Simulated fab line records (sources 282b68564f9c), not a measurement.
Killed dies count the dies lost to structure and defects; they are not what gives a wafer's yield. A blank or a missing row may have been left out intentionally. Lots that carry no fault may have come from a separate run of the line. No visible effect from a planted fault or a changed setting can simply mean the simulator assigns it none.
A single fault, viewed from 2 desks :: flow ritCmos :: each desk has only its own numbers; what lay behind them comes last

AT THE METROLOGY DESK
What the gauges read for every lot (on any tool): the sampled wafers with a number, averaged. Any lot whose mean is over 4 standard deviations away from the usual mean is out of limits and marked OUT; that distance is given in the brackets.
Columns: A = FOX2_OXIDE_THK at RIT_FOX2_THK_MEAS_01, usual 349 nm; B = FIELD_OXIDE_LEFT_1_THK at RIT_FOX2_THK_MEAS_90, usual 321 nm; C = FIELD_OXIDE_LEFT_2_THK at RIT_FOX2_THK_MEAS_91, usual 253 nm
lot: L923
first seen here: day 1 19:23
A: 349
B: 321
C: 253

lot: L924
first seen here: day 1 23:28
A: 345
B: 317
C: 250

lot: L925
first seen here: day 2 04:20
A: 351
B: 323
C: 255

lot: L929
first seen here: day 3 01:56
A: 347
B: 319
C: 251

lot: L930
first seen here: day 3 05:26
A: 346
B: 318
C: 250

lot: L932
first seen here: day 3 17:07
A: 270 (-16) OUT
B: 243 (-16) OUT
C: 175 (-15) OUT

lot: L933
first seen here: day 3 20:53
A: 266 (-17) OUT
B: 238 (-17) OUT
C: 169 (-16) OUT

lot: L934
first seen here: day 4 02:46
A: 346
B: 319
C: 252

lot: L935
first seen here: day 4 07:37
A: 351
B: 323
C: 255

lot: L936
first seen here: day 4 15:25
A: 349
B: 322
C: 254

lot: L941
first seen here: day 5 12:41
A: 341
B: 313
C: 245

lot: L942
first seen here: day 5 17:20
A: 350
B: 323
C: 254

lot: L944
first seen here: day 6 03:29
A: 365
B: 338
C: 271

lot: L946
first seen here: day 6 13:38
A: 347
B: 319
C: 251
This desk reports L932, L933 out of limits; the earliest was L932 at day 3 17:07 (FOX2_OXIDE_THK at RIT_FOX2_THK_MEAS_01). In limits: L923, L924, L925, L929, L930, L934, L935, L936, L941, L942, L944, L946.

AT THE TOOL OWNER'S DESK: furnace-02
The tool's own readings at RIT_FOX2_OXIDATION_00 (target thk 350.7 nm, ox time 1130 s): means of the sampled wafers that have a number, for each lot that ran on this tool. Any lot whose mean is over 4 standard deviations away from the usual mean is out of limits and marked OUT; that distance is given in the brackets.
Columns: A = spikeTcLoadC at RIT_FOX2_OXIDATION_00, usual 1126 C; B = zonePowerLoadPct at RIT_FOX2_OXIDATION_00, usual 45.5 %; C = zonePowerSourcePct at RIT_FOX2_OXIDATION_00, usual 41 %
lot: L923
first seen here: day 1 18:04
A: 1129
B: 43.3
C: 38

lot: L925
first seen here: day 2 03:01
A: 1129
B: 43.2
C: 38

lot: L929
first seen here: day 3 00:37
A: 1128
B: 43.2
C: 39

lot: L932
first seen here: day 3 15:47
A: 1129
B: 43.2
C: 38

lot: L933
first seen here: day 3 19:34
A: 1129
B: 42.9
C: 38
Finding of this desk: none of the 5 lots has anything out of limits.

TAKEN TOGETHER
An alarm was possible from the metrology desk at day 3 17:07, on L932, L933.
The tool owner's desk saw nothing out of limits.
Tool owner's desk: L932, L933 on record, inside its limits.
RIT_FOX2_OXIDATION_00 was run on furnace-02 by each of the lots named.

WHAT THE SIMULATOR PUT IN
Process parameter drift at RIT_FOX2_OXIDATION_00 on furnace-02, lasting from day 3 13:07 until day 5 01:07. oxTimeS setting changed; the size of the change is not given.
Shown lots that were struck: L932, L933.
Hours from the fault's start to each desk's first reading out of limits: the metrology desk, 4.
